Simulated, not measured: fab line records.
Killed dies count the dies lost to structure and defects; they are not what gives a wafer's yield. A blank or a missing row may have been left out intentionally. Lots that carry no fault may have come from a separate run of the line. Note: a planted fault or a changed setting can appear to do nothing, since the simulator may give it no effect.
Check for tools in common ; flow rit cmos ; 42 wafers sampled across 14 lots

WHY IT WAS OPENED
Of 14 lots, 2 have the reading NLDD_TW flagged at RIT_NLDD_TW_MEAS_10. Wafers without a fault read 2493, standard deviation 31.
Rule: a lot is flagged in two cases, either no wafer of it has a number, or all its wafers with numbers fall more than 4 standard deviations from that mean. The other lots count as sound.

lot;measured;on;NLDD_TW, wafer by wafer;flag
L170;day 3 10:34;film metro-01;2479 2458 2467;
L172;day 3 15:53;film metro-04;2481 2464 2469;
L171;day 3 16:20;film metro-01;2454 2462 2455;
L173;day 3 21:43;film metro-03;2515 2534 2533;
L174;day 4 00:20;film metro-03;2523 2527 2509;
L175;day 4 09:02;film metro-04;2494 2498 2488;
L176;day 4 11:28;film metro-01;2463 2446 2453;
L178;day 4 14:08;film metro-03;2510 2509 2530;
L177;day 4 15:56;film metro-01;2458 2469 2453;
L182;day 5 10:02;film metro-04;2803 2797 2816;FLAGGED
L185;day 5 22:45;film metro-04;2508 2485 2491;
L186;day 6 03:43;film metro-03;2863 2852 2857;FLAGGED
L190;day 7 01:45;film metro-03;2519 2530 2538;
L191;day 7 08:06;film metro-01;2465 2461 2457;
Average over the flagged lots: 2831; offset from the usual +338, equal to +11 standard deviations.

EACH LOT AND THE TOOL IT RAN ON
The record holds 1 process step before the reading, out of a route of 202 steps. In each cell: the tool, then ch and the chambers that the sampled wafers went through, then the start.
lot;flag;RIT_NLDD_IMPLANT_08
L170;;implanter-04 ch 0, day 3 10:16
L172;;implanter-01 ch 0, day 3 15:33
L171;;implanter-04 ch 0, day 3 16:02
L173;;implanter-04 ch 0, day 3 21:23
L174;;implanter-01 ch 0, day 4 00:01
L175;;implanter-03 ch 0, day 4 08:45
L176;;implanter-01 ch 0, day 4 11:09
L178;;implanter-03 ch 0, day 4 13:49
L177;;implanter-03 ch 0, day 4 15:38
L182;FLAGGED;implanter-04 ch 0, day 5 09:43
L185;;implanter-01 ch 0, day 5 22:26
L186;FLAGGED;implanter-04 ch 0, day 6 03:24
L190;;implanter-01 ch 0, day 7 01:25
L191;;implanter-01 ch 0, day 7 07:49
What is done by these steps:
- RIT_NLDD_IMPLANT_08
- RIT_NLDD_TW_MEAS_10

FLAGGED AGAINST TOTAL, ONE TOOL AT A TIME (gauges that did the reading follow at the end)
step;tool;lots run;flagged;share of the flagged lots;sound lots run after its first flagged lot
RIT_NLDD_IMPLANT_08;implanter-01;6;0;none;-
RIT_NLDD_IMPLANT_08;implanter-03;3;0;none;-
RIT_NLDD_IMPLANT_08;implanter-04;5;2;all;0
RIT_NLDD_TW_MEAS_10;film metro-01;5;0;none;-
RIT_NLDD_TW_MEAS_10;film metro-03;5;1;some;1 (L190)
RIT_NLDD_TW_MEAS_10;film metro-04;4;1;some;1 (L185)

THE TABLE: WHAT IT ALLOWS
Rows of the table that ran each flagged lot: 1, that is implanter-04 at RIT_NLDD_IMPLANT_08.
- implanter-04 at RIT_NLDD_IMPLANT_08: 2 of its 5 lots flagged. Last sound lot L173 at day 3 21:23, first flagged lot L182 at day 5 09:43; a fault beginning in between fits. Its own readings (dose ions cm2, faraday current uA) fall more than 4 standard deviations out on all wafers of the flagged lots.
Left over: one tool, implanter-04 at RIT_NLDD_IMPLANT_08.

WHAT THE SIMULATOR HAD PUT IN
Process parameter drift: implanter-04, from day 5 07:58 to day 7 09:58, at RIT_NLDD_IMPLANT_08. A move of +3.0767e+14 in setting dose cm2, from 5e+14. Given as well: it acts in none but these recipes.
Lots struck among those shown: L182, L186. The same result came from the rule above.
